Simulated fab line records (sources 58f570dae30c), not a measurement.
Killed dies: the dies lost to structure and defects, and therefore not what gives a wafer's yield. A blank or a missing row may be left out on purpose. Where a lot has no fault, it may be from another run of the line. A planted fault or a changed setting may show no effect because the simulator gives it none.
What tool caused it? || flow berkeley-cmos170 || 21 wafers sampled from 7 lots at 1 step of a route of 331

WHAT EACH GAUGE READ, for each wafer
UCB170_SILICIDE_THK_MEAS_03: measures by xrf.
{"lot": "L787", "measured": "day 7 17:03", "on": "film-metro-04", "SILICIDE_TI_THK (nm)": "29.4 29.0 29.2"}
{"lot": "L792", "measured": "day 8 07:43", "on": "film-metro-02", "SILICIDE_TI_THK (nm)": "29.0 29.2 29.2"}
{"lot": "L791", "measured": "day 8 08:11", "on": "film-metro-02", "SILICIDE_TI_THK (nm)": "29.5 29.9 29.7"}
{"lot": "L798", "measured": "day 9 22:04", "on": "film-metro-01", "SILICIDE_TI_THK (nm)": "29.0 28.3 28.1"}
{"lot": "L802", "measured": "day 9 22:39", "on": "film-metro-01", "SILICIDE_TI_THK (nm)": "29.6 29.0 28.6"}
{"lot": "L804", "measured": "day 10 19:31", "on": "film-metro-02", "SILICIDE_TI_THK (nm)": "29.2 28.7 29.0"}
{"lot": "L807", "measured": "day 11 20:29", "on": "film-metro-04", "SILICIDE_TI_THK (nm)": "28.8 28.6 28.6"}

WHICH TOOL RAN EACH LOT (tool, then ch and the chambers of the sampled wafers, then the start)
Before these readings, the record contains no process step.

THE ANSWER, worked out from the rows above alone
Rule: what is usual is taken from the lots themselves. The widest of any qualifying gaps counts: lots, ordered by their means at a reading, are off when they make up no more than a third of the lots, leave a main group of 4 or more, and stand apart from it by 3 or more times the standard deviation of that group's means. A main group whose means are all the same, to the digits that the tables above print for the reading, isn't used. A lot without any number at a reading at which 4 lots or more have one is off too. Any other lot the step has rows for is counted as sound.
No lot is off on any of the readings shown, so nothing can be concluded from this.

WHAT HAD BEEN PUT IN BY THE SIMULATOR
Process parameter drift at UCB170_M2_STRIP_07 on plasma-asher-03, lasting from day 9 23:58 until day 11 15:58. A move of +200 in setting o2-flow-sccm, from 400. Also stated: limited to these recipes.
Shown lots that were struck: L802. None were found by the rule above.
